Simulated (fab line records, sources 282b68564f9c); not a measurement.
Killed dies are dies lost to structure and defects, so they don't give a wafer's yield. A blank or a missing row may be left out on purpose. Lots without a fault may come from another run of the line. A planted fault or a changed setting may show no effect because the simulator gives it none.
Which tool did it? | flow rit_cmos | 7 lots, 21 wafers sampled, at 2 steps of a route of 202

WHAT THE GAUGES READ, wafer by wafer
RIT_PLDD_TW_MEAS_10.
lot  | measured    | on            | PLDD_TW
L116 | day 3 07:32 | film_metro-02 | 2350 2359 2363
L118 | day 3 13:20 | film_metro-02 | 2366 2347 2350
L121 | day 4 08:13 | film_metro-01 | 2359 2361 2355
L124 | day 4 23:17 | film_metro-03 | 2407 2402 2408
L129 | day 6 02:49 | film_metro-01 | 2141 2131 2142
L135 | day 7 22:01 | film_metro-02 | 2358 2350 2342
L138 | day 8 11:19 | film_metro-01 | 2340 2338 2344

WHICH TOOL RAN EACH LOT (tool, then ch and the chambers of the sampled wafers, then the start)
lot  | RIT_PLDD_IMPLANT_08
L116 | implanter-04 ch 0, day 3 07:14
L118 | implanter-01 ch 0, day 3 13:01
L121 | implanter-01 ch 0, day 4 07:55
L124 | implanter-01 ch 0, day 4 22:58
L129 | implanter-04 ch 0, day 6 02:29
L135 | implanter-03 ch 0, day 7 21:42
L138 | implanter-03 ch 0, day 8 11:00
- RIT_PLDD_IMPLANT_08

THE ANSWER, worked out from the rows above alone
Rule: what is usual is taken from the lots themselves. Put in order of their means at a reading, lots are off if they are a third of the lots or fewer, leave a main group of 4 or more, and stand apart from it by a gap of 3 or more times the standard deviation of the main group's means; of several such gaps the widest counts. A main group whose means are all the same, to the digits that the tables above print for the reading, isn't used. A lot without any number at a reading at which 4 lots or more have one is off too. The other lots that the step has rows for count as sound.
Off: L129, at RIT_PLDD_TW_MEAS_10 (PLDD_TW). The main group: mean 2361, standard deviation 21.
A tool fits if, at a process step before that reading, it ran every lot that is off, and no sound lot after the first of them. The gauges at RIT_PLDD_TW_MEAS_10 are tried like those tools. One fits: implanter-04 at RIT_PLDD_IMPLANT_08. Its last sound lot is L116 (day 3 07:14), its first lot that is off L129 (day 6 02:29): a fault that began between those two fits.

WHAT THE SIMULATOR HAD PUT IN
Process parameter drift: implanter-04, from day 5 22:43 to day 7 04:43, at RIT_PLDD_IMPLANT_08. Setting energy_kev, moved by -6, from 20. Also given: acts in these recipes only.
Lots struck among those shown: L129. The rule above found the same.
